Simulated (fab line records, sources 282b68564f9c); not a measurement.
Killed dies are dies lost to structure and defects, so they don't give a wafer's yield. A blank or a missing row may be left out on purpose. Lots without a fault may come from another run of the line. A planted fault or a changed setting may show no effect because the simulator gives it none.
Which tool did it? | flow rit_cmos | 7 lots, 21 wafers sampled, at 2 steps of a route of 202

WHAT THE GAUGES READ, wafer by wafer
RIT_FOX2_THK_MEAS_91.
lot  | measured    | on            | FIELD_OXIDE_LEFT_2_THK (nm)
L293 | day 3 01:30 | film_metro-01 | 257 256 253
L296 | day 3 12:04 | film_metro-01 | 262 261 256
L298 | day 4 00:54 | film_metro-03 | 306 307 308
L307 | day 5 23:39 | film_metro-01 | 252 257 253
L310 | day 6 12:18 | film_metro-03 | 263 258 258
L312 | day 6 20:58 | film_metro-03 | 249 245 248
L314 | day 7 07:43 | film_metro-03 | 265 270 269

WHICH TOOL RAN EACH LOT (tool, then ch and the chambers of the sampled wafers, then the start)
lot  | RIT_GATE_WET_ETCH_00
L293 | wet_bench-04 ch 1, day 3 00:50
L296 | wet_bench-04 ch 1, day 3 11:35
L298 | wet_bench-02 ch 0, day 4 00:29
L307 | wet_bench-04 ch 1, day 5 23:14
L310 | wet_bench-04 ch 2, day 6 11:52
L312 | wet_bench-04 ch 3, day 6 20:31
L314 | wet_bench-01 ch 0, day 7 07:17
- RIT_GATE_WET_ETCH_00: etches SiO2 in BOE, target depth 56 nm, time 60 s.

THE ANSWER, worked out from the rows above alone
Rule: what is usual is taken from the lots themselves. Put in order of their means at a reading, lots are off if they are a third of the lots or fewer, leave a main group of 4 or more, and stand apart from it by a gap of 3 or more times the standard deviation of the main group's means; of several such gaps the widest counts. A main group whose means are all the same, to the digits that the tables above print for the reading, isn't used. A lot without any number at a reading at which 4 lots or more have one is off too. The other lots that the step has rows for count as sound.
Off: L298, at RIT_FOX2_THK_MEAS_91 (FIELD_OXIDE_LEFT_2_THK). The main group: mean 257 nm, standard deviation 6.3.
A tool fits if, at a process step before that reading, it ran every lot that is off, and no sound lot after the first of them. The gauges at RIT_FOX2_THK_MEAS_91 are tried like those tools. One fits: wet_bench-02 at RIT_GATE_WET_ETCH_00. It ran no sound lot before its first lot that is off in this sample, so the start can't be narrowed down.

WHAT THE SIMULATOR HAD PUT IN
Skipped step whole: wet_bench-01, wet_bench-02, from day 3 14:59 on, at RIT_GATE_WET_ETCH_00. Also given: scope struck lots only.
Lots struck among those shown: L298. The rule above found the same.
